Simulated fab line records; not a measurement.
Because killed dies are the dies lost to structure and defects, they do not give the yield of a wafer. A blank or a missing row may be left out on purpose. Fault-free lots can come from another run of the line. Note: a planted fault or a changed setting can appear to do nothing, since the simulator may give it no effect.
Which of the tools did it? | flow rit cmos | 14 lots with 42 wafers sampled at 2 steps, on a route of 202 steps

== WHAT EACH GAUGE READ, for each wafer ==
RIT_SDANNEAL_RS_MEAS_04: measurement is done with a four-point probe.
lot  | measured    | on            | PSD_RS (ohm/sq)
L884 | day 3 18:40 | film metro-04 | 115.2 115.3 115.2
L885 | day 4 02:26 | film metro-02 | 116.1 115.7 116.1
L886 | day 4 06:01 | film metro-01 | 116.2 115.9 116.0
L887 | day 4 06:26 | film metro-02 | 116.2 116.1 115.9
L888 | day 4 18:49 | film metro-01 | 115.9 115.8 115.8
L890 | day 4 22:42 | film metro-02 | 116.4 116.5 116.1
L892 | day 5 09:59 | film metro-02 | 116.2 116.0 115.8
L893 | day 5 12:56 | film metro-04 | 115.7 115.9 115.8
L894 | day 6 00:31 | film metro-02 | 116.2 116.4 116.4
L896 | day 6 16:16 | film metro-04 | 115.7 115.1 115.5
L898 | day 6 19:12 | film metro-02 | 116.3 116.3 116.6
L901 | day 7 06:49 | film metro-01 | 115.9 116.0 116.1
L904 | day 7 19:02 | film metro-01 | 117.8 117.8 118.2
L905 | day 8 00:02 | film metro-02 | 118.0 117.9 117.6

== WHICH TOOL RAN EACH LOT (tool, then ch and the chambers of the sampled wafers, then the start) ==
lot  | RIT_PSD_IMPLANT_08
L884 | implanter-03 ch 0, day 3 17:46
L885 | implanter-01 ch 0, day 4 01:37
L886 | implanter-02 ch 0, day 4 05:08
L887 | implanter-03 ch 0, day 4 05:34
L888 | implanter-01 ch 0, day 4 18:01
L890 | implanter-03 ch 0, day 4 21:53
L892 | implanter-03 ch 0, day 5 09:11
L893 | implanter-03 ch 0, day 5 11:59
L894 | implanter-03 ch 0, day 5 23:43
L896 | implanter-01 ch 0, day 6 15:27
L898 | implanter-01 ch 0, day 6 18:23
L901 | implanter-02 ch 0, day 7 05:55
L904 | implanter-03 ch 0, day 7 18:11
L905 | implanter-03 ch 0, day 7 23:13
- RIT_PSD_IMPLANT_08

== WHAT THE TOOLS THEMSELVES READ (means of the sampled wafers that have a number; where no wafer has one, the mark that the record gives instead) ==
The record holds no such reading with a usual standard deviation.

== THE ANSWER, worked out from the rows above alone ==
Rule: the lots themselves supply what counts as usual. The widest of any qualifying gaps counts: lots, ordered by their means at a reading, are off when they make up no more than a third of the lots, leave a main group of 4 or more, and stand apart from it by 3 or more times the standard deviation of that group's means. Not used: any main group whose means are identical at the precision the tables above print for the reading. Also off: a lot with no number at a reading for which 4 or more lots have one. Any other lot the step has rows for is counted as sound. The gauges are gone through in route order, then the tools' own readings, and for those a lot's mean is taken as printed above. The first step at which some lot is off is used, and at that step the reading that is off furthest; a lot without a number counts as furthest.
Off: at RIT_SDANNEAL_RS_MEAS_04 (PSD_RS), L904, L905. Mean 116.0 ohm/sq and standard deviation 0.33 in the main group.
If a tool, at a process step before that reading, ran all the lots that are off and no sound lot after the first of them, it fits. Those tools and the gauges at RIT_SDANNEAL_RS_MEAS_04 are tried in the same way. One fits: RIT_PSD_IMPLANT_08 on implanter-03. A fault onset in the window from L894 (day 5 23:43, its last sound lot) to L904 (day 7 18:11, its first lot off) fits.

== WHAT THE SIMULATOR HAD PUT IN ==
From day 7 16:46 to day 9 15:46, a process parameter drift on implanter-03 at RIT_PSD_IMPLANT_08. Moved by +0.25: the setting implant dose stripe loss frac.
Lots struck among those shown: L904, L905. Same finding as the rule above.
